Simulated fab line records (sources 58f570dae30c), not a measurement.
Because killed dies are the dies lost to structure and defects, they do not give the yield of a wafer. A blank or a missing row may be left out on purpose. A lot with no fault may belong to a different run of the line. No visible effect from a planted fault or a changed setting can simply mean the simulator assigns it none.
What tool caused it? | flow berkeley-cmos170 | 14 lots, 42 wafers sampled, at 6 steps of a route of 331

== WHAT THE GAUGES READ, wafer by wafer ==
UCB170_PLDD_CD_MEAS_06: the cd target is 1200 nm. Usual: 1200.4 nm for cd-nm, sd 1.4.
lot  | measured     | on        | cd-nm (nm)           | flag
L110 | day 7 14:29  | cd-sem-01 | 1198.2 1198.4 1199.3 |
L112 | day 8 05:33  | cd-sem-01 | 1200.3 1199.9 1199.6 |
L113 | day 8 05:52  | cd-sem-01 | 1201.9 1201.0 1201.8 |
L111 | day 8 05:17  | cd-sem-02 | 1201.9 1200.8 1201.1 |
L116 | day 9 07:39  | cd-sem-02 | 1198.5 1199.9 1199.1 |
L118 | day 9 06:28  | cd-sem-02 | 1202.2 1201.2 1202.9 |
L119 | day 9 13:28  | cd-sem-02 | 1201.0 1199.9 1201.6 |
L120 | day 9 13:41  | cd-sem-01 | 1199.1 1199.2 1199.5 |
L124 | day 10 11:08 | cd-sem-02 | 1199.7 1200.7 1199.7 |
L123 | day 10 11:20 | cd-sem-01 | 1198.5 1198.2 1198.5 |
L125 | day 10 12:03 | cd-sem-02 | 1198.5 1199.4 1199.5 |
L127 | day 10 18:55 | cd-sem-01 | 1200.8 1199.7 1201.4 |
L131 | day 11 16:50 | cd-sem-02 | 1201.6 1202.2 1201.9 |
L133 | day 12 03:13 | cd-sem-01 | 1200.6 1201.1 1199.1 |

UCB170_PLDD_TW_MEAS_11. Usual: for PLDD_TW the level is 1024 and the standard deviation is 15.
lot  | measured     | on            | PLDD_TW        | flag
L110 | day 7 15:01  | film-metro-04 | 1009 1006 1007 |
L112 | day 8 06:07  | film-metro-02 | 1030 1032 1025 |
L113 | day 8 06:24  | film-metro-02 | 1028 1030 1035 |
L111 | day 8 05:50  | film-metro-04 | 1015 1018 1009 |
L116 | day 9 08:12  | film-metro-04 | 1004 1005 1003 |
L118 | day 9 07:02  | film-metro-03 | 1034 1030 1039 |
L119 | day 9 13:59  | film-metro-03 | 1035 1029 1041 |
L120 | day 9 14:14  | film-metro-04 | 934 929 936    | OFF
L124 | day 10 11:40 | film-metro-02 | 1040 1042 1041 |
L123 | day 10 11:53 | film-metro-04 | 934 933 929    | OFF
L125 | day 10 12:36 | film-metro-03 | 1034 1032 1042 |
L127 | day 10 19:28 | film-metro-03 | 1033 1034 1038 |
L131 | day 11 17:24 | film-metro-02 | 1035 1037 1033 |
L133 | day 12 03:46 | film-metro-04 | 1010 1010 1006 |

UCB170_SDANNEAL_RS_MEAS_04: measures by four-point-probe. Usual: for PLDD_RS the level is 1031.9 ohm/sq and the standard deviation is 2.4.
lot  | measured     | on            | PLDD_RS (ohm/sq)     | flag
L110 | day 8 06:24  | film-metro-04 | 1031.9 1031.3 1029.9 |
L112 | day 8 19:24  | film-metro-04 | 1033.4 1034.5 1032.8 |
L113 | day 8 20:16  | film-metro-02 | 1035.0 1033.2 1032.6 |
L111 | day 8 18:38  | film-metro-04 | 1030.8 1029.4 1031.1 |
L116 | day 9 20:40  | film-metro-02 | 1032.7 1034.7 1031.9 |
L118 | day 9 21:11  | film-metro-03 | 1033.0 1033.1 1030.9 |
L119 | day 10 05:04 | film-metro-03 | 1034.1 1033.1 1029.2 |
L120 | day 10 05:18 | film-metro-04 | 1243.8 1245.0 1247.2 | OFF
L124 | day 11 03:40 | film-metro-03 | 1029.3 1029.8 1029.5 |
L123 | day 11 03:19 | film-metro-04 | 1243.4 1244.5 1244.8 | OFF
L125 | day 11 03:41 | film-metro-02 | 1030.4 1030.4 1030.4 |
L127 | day 11 09:47 | film-metro-04 | 1034.2 1033.3 1032.7 |
L131 | day 12 07:20 | film-metro-02 | 1035.6 1035.1 1034.9 |
L133 | day 12 17:19 | film-metro-04 | 1026.4 1029.4 1029.7 |

== WHAT TOOL EACH LOT RAN ON (gives the tool, then ch and the chambers of the sampled wafers, and finally the start) ==
lot  | UCB170_ACTIVE_ETCH_15             | UCB170_ACTIVE_STRIP_16              | UCB170_PLDD_IMPLANT_08
L110 | rie-diel-04 ch 0,3, day 4 19:25   | plasma-asher-03 ch 0,1, day 4 19:31 | implanter-02 ch 0, day 7 14:38
L112 | rie-diel-02 ch 0,3, day 5 10:45   | plasma-asher-04 ch 0,1, day 5 10:51 | implanter-01 ch 0, day 8 05:43
L113 | rie-diel-04 ch 0,1,3, day 5 10:52 | plasma-asher-02 ch 0,1, day 5 11:01 | implanter-02 ch 0, day 8 06:02
L111 | rie-diel-04 ch 0,1,3, day 5 11:18 | plasma-asher-02 ch 0,1, day 5 11:24 | implanter-02 ch 0, day 8 05:26
L116 | rie-diel-02 ch 0,1, day 6 13:31   | plasma-asher-03 ch 0,1, day 6 13:37 | implanter-01 ch 0, day 9 07:48
L118 | rie-diel-01 ch 0,2,3, day 6 20:10 | plasma-asher-03 ch 0,1, day 6 20:16 | implanter-02 ch 0, day 9 06:38
L119 | rie-diel-01 ch 0,1,3, day 7 05:14 | plasma-asher-02 ch 0,1, day 7 05:22 | implanter-02 ch 0, day 9 13:38
L120 | rie-diel-02 ch 1,3, day 7 05:28   | plasma-asher-03 ch 0,1, day 7 05:34 | implanter-04 ch 0, day 9 13:51
L124 | rie-diel-02 ch 2,3, day 7 19:28   | plasma-asher-03 ch 0,1, day 7 19:34 | implanter-02 ch 0, day 10 11:17
L123 | rie-diel-01 ch 0,1,3, day 7 19:47 | plasma-asher-03 ch 0, day 7 19:53   | implanter-04 ch 0, day 10 11:30
L125 | rie-diel-01 ch 1,3, day 8 02:43   | plasma-asher-02 ch 0,1, day 8 02:49 | implanter-02 ch 0, day 10 12:12
L127 | rie-diel-02 ch 0,2,3, day 8 12:40 | plasma-asher-03 ch 0,1, day 8 12:46 | implanter-02 ch 0, day 10 19:04
L131 | rie-diel-01 ch 0,2, day 9 05:24   | plasma-asher-03 ch 0,1, day 9 05:30 | implanter-02 ch 0, day 11 17:00
L133 | rie-diel-04 ch 0,3, day 9 15:30   | plasma-asher-02 ch 0,1, day 9 15:36 | implanter-02 ch 0, day 12 03:22
- UCB170_ACTIVE_ETCH_15: etches Si3N4 in CH3F/Ar/O2, stops on SiO2, target depth 242 nm, time 151 s.
- UCB170_ACTIVE_STRIP_16: strips in O2.
- UCB170_PLDD_IMPLANT_08

== WHAT THE TOOLS THEMSELVES READ (means of the sampled wafers that have a number; where no wafer has one, the mark that the record gives instead) ==
UCB170_ACTIVE_ETCH_15. Usual: drypump-motor-current-A 5.6 A, standard deviation 0.47; oes-product-au 0.936 a.u., standard deviation 0.015; throttle-valve-pct 8.09 %, standard deviation 0.091.
lot  | tool        | drypump-motor-current-A (A) | oes-product-au (a.u.) | throttle-valve-pct (%) | flag
L110 | rie-diel-04 | 5.4                         | 0.931                 | 8.02                   |
L112 | rie-diel-02 | 6.1                         | 0.955                 | 8.07                   |
L113 | rie-diel-04 | 5.7                         | 0.923                 | 8.03                   |
L111 | rie-diel-04 | 5.7                         | 0.920                 | 8.03                   |
L116 | rie-diel-02 | 5.7                         | 0.944                 | 8.06                   |
L118 | rie-diel-01 | 5.1                         | 0.941                 | 8.03                   |
L119 | rie-diel-01 | 5.2                         | 0.933                 | 8.09                   |
L120 | rie-diel-02 | 5.3                         | 0.933                 | 8.10                   |
L124 | rie-diel-02 | 5.5                         | 0.932                 | 8.16                   |
L123 | rie-diel-01 | 5.2                         | 0.930                 | 8.10                   |
L125 | rie-diel-01 | 5.3                         | 0.933                 | 8.20                   |
L127 | rie-diel-02 | 5.8                         | 0.934                 | 8.11                   |
L131 | rie-diel-01 | 5.1                         | 0.935                 | 8.02                   |
L133 | rie-diel-04 | 5.4                         | 0.933                 | 7.99                   |

UCB170_ACTIVE_STRIP_16. Usual: drypump-motor-current-A 6.2 A, standard deviation 0.33; oes-product-au 0.720 a.u., standard deviation 0.0042; strip-time-to-endpoint-s 18.13 s, standard deviation 0.11.
lot  | tool            | drypump-motor-current-A (A) | oes-product-au (a.u.) | strip-time-to-endpoint-s (s) | flag
L110 | plasma-asher-03 | 5.9                         | 0.721                 | 18.09                        |
L112 | plasma-asher-04 | 5.9                         | 0.718                 | 17.89                        |
L113 | plasma-asher-02 | 6.5                         | 0.719                 | 18.15                        |
L111 | plasma-asher-02 | 6.4                         | 0.717                 | 18.14                        |
L116 | plasma-asher-03 | 5.9                         | 0.718                 | 18.11                        |
L118 | plasma-asher-03 | 6.0                         | 0.716                 | 18.19                        |
L119 | plasma-asher-02 | 6.4                         | 0.725                 | 18.07                        |
L120 | plasma-asher-03 | 6.2                         | 0.721                 | 18.12                        |
L124 | plasma-asher-03 | 6.0                         | 0.725                 | 18.21                        |
L123 | plasma-asher-03 | 6.4                         | 0.718                 | 18.11                        |
L125 | plasma-asher-02 | 6.4                         | 0.718                 | 18.04                        |
L127 | plasma-asher-03 | 6.2                         | 0.718                 | 18.15                        |
L131 | plasma-asher-03 | 6.2                         | 0.722                 | 18.22                        |
L133 | plasma-asher-02 | 6.5                         | 0.721                 | 18.22                        |

UCB170_PLDD_IMPLANT_08. Usual: beam-on-s 10.00 s, standard deviation 0.2; dose-ions-cm2 5e+13, standard deviation 5.2e+10; faraday-current-uA 159, standard deviation 3.1; tilt-deg 7.001 degrees, standard deviation 0.023.
lot  | tool         | beam-on-s (s) | dose-ions-cm2 | faraday-current-uA | tilt-deg (degrees) | flag
L110 | implanter-02 | 10.06         | 5e+13         | 158                | 6.972              |
L112 | implanter-01 | 9.96          | 5e+13         | 160                | 7.033              |
L113 | implanter-02 | 10.02         | 5e+13         | 158                | 7.000              |
L111 | implanter-02 | 9.90          | 5e+13         | 160                | 7.038              |
L116 | implanter-01 | 10.06         | 5e+13         | 157                | 7.001              |
L118 | implanter-02 | 9.93          | 5e+13         | 159                | 7.025              |
L119 | implanter-02 | 10.05         | 5e+13         | 158                | 6.999              |
L120 | implanter-04 | 9.91          | 3e+13         | 93                 | 6.987              | OFF
L124 | implanter-02 | 10.05         | 5e+13         | 158                | 7.021              |
L123 | implanter-04 | 9.96          | 3e+13         | 92                 | 6.979              | OFF
L125 | implanter-02 | 10.13         | 5e+13         | 157                | 6.983              |
L127 | implanter-02 | 9.94          | 5e+13         | 160                | 6.965              |
L131 | implanter-02 | 10.03         | 5e+13         | 159                | 6.995              |
L133 | implanter-02 | 9.92          | 5e+13         | 159                | 7.019              |

== THE ANSWER, worked out from the rows above alone ==
Rule: a lot counts as off when the mean over its wafers that have a number is more than 3 standard deviations away from the usual mean. Also off: a lot with no number at a reading for which 4 or more lots have one. Any other lot the step has rows for is counted as sound. First the gauges in route order, then the tools' own readings, where a lot's mean is used as printed above. At the first step where some lot is off, the reading lying furthest off is the one used; lots without a number count as furthest.
Off: at UCB170_PLDD_TW_MEAS_11 (PLDD_TW), L120, L123.
If a tool, at a process step before that reading, ran all the lots that are off and no sound lot after the first of them, it fits. The gauges at UCB170_PLDD_TW_MEAS_11 aren't tried: what is off there is off at UCB170_PLDD_IMPLANT_08 too, on other tools, and a gauge's error can't cause that. One candidate fits, namely implanter-04 at UCB170_PLDD_IMPLANT_08. It ran no sound lot before its first lot that is off in this sample, so the start can't be narrowed down.
The tool's own readings at UCB170_PLDD_IMPLANT_08 bear it out: on the lots that are off they differ by more than 5 times the standard deviation of the sound lots' means. dose-ions-cm2 reads 3e+13 there against 5e+13 on the sound lots; faraday-current-uA reads 92 there against 159 on the sound lots.

== WHAT THE SIMULATOR HAD PUT IN ==
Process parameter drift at UCB170_PLDD_IMPLANT_08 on implanter-04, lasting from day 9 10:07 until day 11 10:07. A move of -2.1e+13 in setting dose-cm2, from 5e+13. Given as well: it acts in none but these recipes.
Struck lots among those shown: L120, L123. Same finding as the rule above.
